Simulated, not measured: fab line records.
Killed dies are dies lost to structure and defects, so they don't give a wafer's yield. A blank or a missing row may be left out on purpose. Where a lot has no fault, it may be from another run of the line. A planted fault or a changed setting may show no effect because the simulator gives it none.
The tool behind it: which one?	flow berkeley_cmos170	14 lots, 42 wafers sampled, at 4 steps of a route of 331

WHAT EACH GAUGE READ, for each wafer
UCB170_FIELD_THK_MEAS_91.
lot	measured	on	FIELD_OXIDE_LEFT_2_THK (nm)
L359	day 6 15:20	film_metro-03	370 372 382
L360	day 6 15:08	film_metro-03	371 376 375
L363	day 7 14:29	film_metro-04	354 352 371
L364	day 7 15:32	film_metro-01	377 376 375
L365	day 7 14:46	film_metro-01	384 380 381
L371	day 9 04:14	film_metro-01	352 346 347
L372	day 9 04:05	film_metro-01	350 343 348
L373	day 9 09:31	film_metro-04	336 338 345
L374	day 9 19:11	film_metro-03	343 346 343
L375	day 9 18:38	film_metro-03	351 348 360
L376	day 9 19:39	film_metro-01	352 346 339
L379	day 10 11:08	film_metro-03	355 360 355
L381	day 10 21:53	film_metro-04	341 341 349
L382	day 11 01:29	film_metro-04	346 342 350

UCB170_M3_CD_MEAS_15: target cd 700 nm.
lot	measured	on	cd_nm (nm)
L359	day 9 05:37	cd_sem-02	701.6 701.1 700.2
L360	day 9 07:56	cd_sem-01	699.6 699.4 698.1
L363	day 9 22:28	cd_sem-02	701.2 701.4 701.0
L364	day 9 21:18	cd_sem-01	702.4 702.7 702.2
L365	day 9 21:35	cd_sem-02	700.6 701.5 700.5
L371	day 11 14:30	cd_sem-02	699.4 700.5 701.1
L372	day 11 14:59	cd_sem-02	699.8 699.8 700.3
L373	day 11 19:31	cd_sem-02	700.8 700.7 700.6
L374	day 12 04:50	cd_sem-02	701.1 700.6 701.2
L375	day 12 07:01	cd_sem-02	697.0 697.6 697.9
L376	day 12 06:53	cd_sem-02	700.0 699.1 698.9
L379	day 12 22:20	cd_sem-01	700.7 701.4 700.8
L381	day 13 08:17	cd_sem-01	701.7 701.6 701.0
L382	day 13 08:29	cd_sem-01	699.5 700.8 701.2

EACH LOT AND THE TOOL THAT RAN IT (in order: tool; ch and the chambers of the sampled wafers; start)
lot	UCB170_START_OXIDATION_02	UCB170_PWELL_ETCH_14
L359	furnace-04 ch 0, day 1 13:44	rie_diel-04 ch 0,3, day 3 07:54
L360	furnace-04 ch 0, day 1 19:35	rie_diel-03 ch 0,3, day 3 14:20
L363	furnace-04 ch 0, day 2 09:55	rie_diel-04 ch 1,2,3, day 4 03:44
L364	furnace-04 ch 0, day 2 15:21	rie_diel-01 ch 0,2,3, day 4 12:54
L365	furnace-04 ch 0, day 2 20:51	rie_diel-03 ch 1,2, day 4 12:55
L371	furnace-02 ch 0, day 4 04:45	rie_diel-04 ch 0,2,3, day 5 22:25
L372	furnace-02 ch 0, day 4 04:45	rie_diel-03 ch 1,2,3, day 5 22:35
L373	furnace-02 ch 0, day 4 10:30	rie_diel-03 ch 1,2, day 6 07:53
L374	furnace-02 ch 0, day 4 18:01	rie_diel-04 ch 1,2,3, day 6 22:17
L375	furnace-02 ch 0, day 5 01:07	rie_diel-01 ch 2,3, day 6 23:07
L376	furnace-02 ch 0, day 5 01:07	rie_diel-03 ch 0,1, day 6 22:14
L379	furnace-04 ch 0, day 5 16:22	rie_diel-04 ch 1,2,3, day 7 15:43
L381	furnace-02 ch 0, day 6 00:52	rie_diel-03 ch 0,2,3, day 7 18:53
L382	furnace-02 ch 0, day 6 09:03	rie_diel-01 ch 0,1,3, day 8 09:02
- UCB170_START_OXIDATION_02: target thk 20 nm, ox time 1800 s.
- UCB170_PWELL_ETCH_14: etches Si3N4 in CH3F/Ar/O2, stops on SiO2, target depth 242 nm, time 151 s.

AS READ BY THE TOOLS THEMSELVES (means over the sampled wafers that have a number; for cases with no such wafer, the mark the record gives instead)
UCB170_START_OXIDATION_02.
lot	tool	tube_center_temp_C_max
L359	furnace-04	952.9
L360	furnace-04	952.3
L363	furnace-04	952.6
L364	furnace-04	952.2
L365	furnace-04	952.5
L371	furnace-02	952.4
L372	furnace-02	952.3
L373	furnace-02	952.9
L374	furnace-02	952.4
L375	furnace-02	952.5
L376	furnace-02	952.3
L379	furnace-04	952.6
L381	furnace-02	952.7
L382	furnace-02	952.3

UCB170_PWELL_ETCH_14.
lot	tool	drypump_motor_current_A (A)	oes_product_au (a.u.)	throttle_valve_pct (%)
L359	rie_diel-04	5.8	0.941	8.05
L360	rie_diel-03	5.7	0.958	8.09
L363	rie_diel-04	5.7	0.938	8.10
L364	rie_diel-01	5.6	0.941	8.20
L365	rie_diel-03	5.1	0.933	8.25
L371	rie_diel-04	5.7	0.940	8.09
L372	rie_diel-03	5.6	0.938	8.26
L373	rie_diel-03	5.4	0.922	8.23
L374	rie_diel-04	5.7	0.946	8.09
L375	rie_diel-01	5.5	0.927	8.12
L376	rie_diel-03	5.6	0.938	8.15
L379	rie_diel-04	5.7	0.941	8.08
L381	rie_diel-03	5.5	0.946	8.18
L382	rie_diel-01	5.5	0.968	8.21

THE ANSWER, worked out from the rows above alone
Rule: the usual values come from the lots themselves. Put in order of their means at a reading, lots are off if they are a third of the lots or fewer, leave a main group of 4 or more, and stand apart from it by a gap of 3 or more times the standard deviation of the main group's means; of several such gaps the widest counts. If all means in a main group match to the digits the tables above print for the reading, that group is not used. A lot without any number at a reading at which 4 lots or more have one is off too. Where the step has rows for the other lots, those lots are counted as sound. First the gauges in route order, then the tools' own readings, where a lot's mean is used as printed above. The first step at which some lot is off is used, and at that step the reading that is off furthest; a lot without a number counts as furthest.
Nothing can be told from this: no lot is off at any reading shown.

WHAT HAD BEEN PUT IN BY THE SIMULATOR
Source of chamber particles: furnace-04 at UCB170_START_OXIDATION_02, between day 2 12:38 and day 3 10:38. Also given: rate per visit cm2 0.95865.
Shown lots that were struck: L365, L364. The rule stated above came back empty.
